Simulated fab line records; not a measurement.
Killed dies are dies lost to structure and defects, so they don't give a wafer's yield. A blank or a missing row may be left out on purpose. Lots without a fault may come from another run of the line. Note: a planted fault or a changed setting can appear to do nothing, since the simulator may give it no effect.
8D (eight disciplines) problem report, filled in by code || flow berkeley-cmos170 || the parts of the form that need people (team, actions taken, sign-off) are left out

== 1. THE PROBLEM ==
At UCB170_NWELL_ETCH_13, rf-fwd-power-W averages 376.5 W over 6 wafers from 2 lots, while fault-free wafers read 448.1 W, standard deviation 1.3. Measured from the usual mean, that is -55 standard deviations.
The step: etches Si3N4 in CH3F/Ar/O2, stops on SiO2, target depth 246.4 nm, time 154 s.
The first sign was on wafer L507.2 at day 4 12:36, on rie-diel-02. The record holds 42 wafers of 14 lots with a number at this step. By rule, "out" or "out of limits" means more than 4 standard deviations away from the usual mean. The rest of the wafers with a number are treated as sound.

== 2. WHAT IT IS, WHAT IT ISN'T ==
{"question": "which readings at this step", "is": "rf-fwd-power-W", "is not": "drypump-motor-current-A, oes-product-au, throttle-valve-pct"}
{"question": "which lots", "is": "L507, L511", "is not": "L500, L501, L502, L503, L505, L506, L516, L517, L518, L519, L520, L521"}
{"question": "which wafers of those lots", "is": "all that have a number", "is not": "-"}
{"question": "read on which tools", "is": "rie-diel-02", "is not": "rie-diel-01, rie-diel-03"}
{"question": "when", "is": "from day 4 12:36", "is not": "up to then (18 sound wafers); but 18 sound wafers of L516, L517, L518, L519, L520, L521 came after"}

== 3. THE SUSPECTS, EACH WITH WHAT RULES IT OUT ==
Counting: a tool stays on the suspect list if, at a process step up to the reading, it processed all lots that are out and no sound lot following the first of them.
- rie-diel-02 at UCB170_NWELL_ETCH_13 (etches Si3N4 in CH3F/Ar/O2, stops on SiO2, target depth 246.4 nm, time 154 s): kept. All lots that are out passed through it, beginning with L507 at day 4 12:36, and no sound lot followed; its final sound lot before that point was L505 at day 4 01:35. On those wafers its own readings are out: rf-fwd-power-W.
The count leaves rie-diel-02 at UCB170_NWELL_ETCH_13.

== 4. THE CAUSE (what the simulator had put in) ==
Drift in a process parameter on rie-diel-02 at UCB170_NWELL_ETCH_13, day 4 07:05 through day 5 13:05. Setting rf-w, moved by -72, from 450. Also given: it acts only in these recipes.
After counting, this tool was the only one left.

== 5. THE CHAIN OF EFFECTS, in route order ==
Each row: a reading whose mean over the struck wafers that have a number lies more than 3 standard deviations from the usual. Only readings whose record carries a usual standard deviation are examined. hours: median over the lots of the time between each lot's start at the first step of this table that gives one and its start at this step. sigmas: the change, counted in usual standard deviations.
{"hours": 0, "step": "UCB170_NWELL_ETCH_13", "reading": "rf-fwd-power-W", "usual": "448.1 W", "on struck wafers": 376.5, "change": -71.6, "sigmas": -55}
{"hours": 0, "step": "UCB170_NWELL_STRIP_15", "reading": "strip-time-to-endpoint-s", "usual": "17.96 s", "on struck wafers": 18.36, "change": "+0.40", "sigmas": "+4.0"}
Here are the process steps it includes:
- UCB170_NWELL_ETCH_13: etches Si3N4 in CH3F/Ar/O2, stops on SiO2, target depth 246.4 nm, time 154 s.
- UCB170_NWELL_STRIP_15: strips in O2.

== 6. WHAT WOULD HAVE CAUGHT IT SOONER ==
First out-of-limits reading in this record: day 4 12:36, which is 6 hours after fault onset at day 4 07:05.
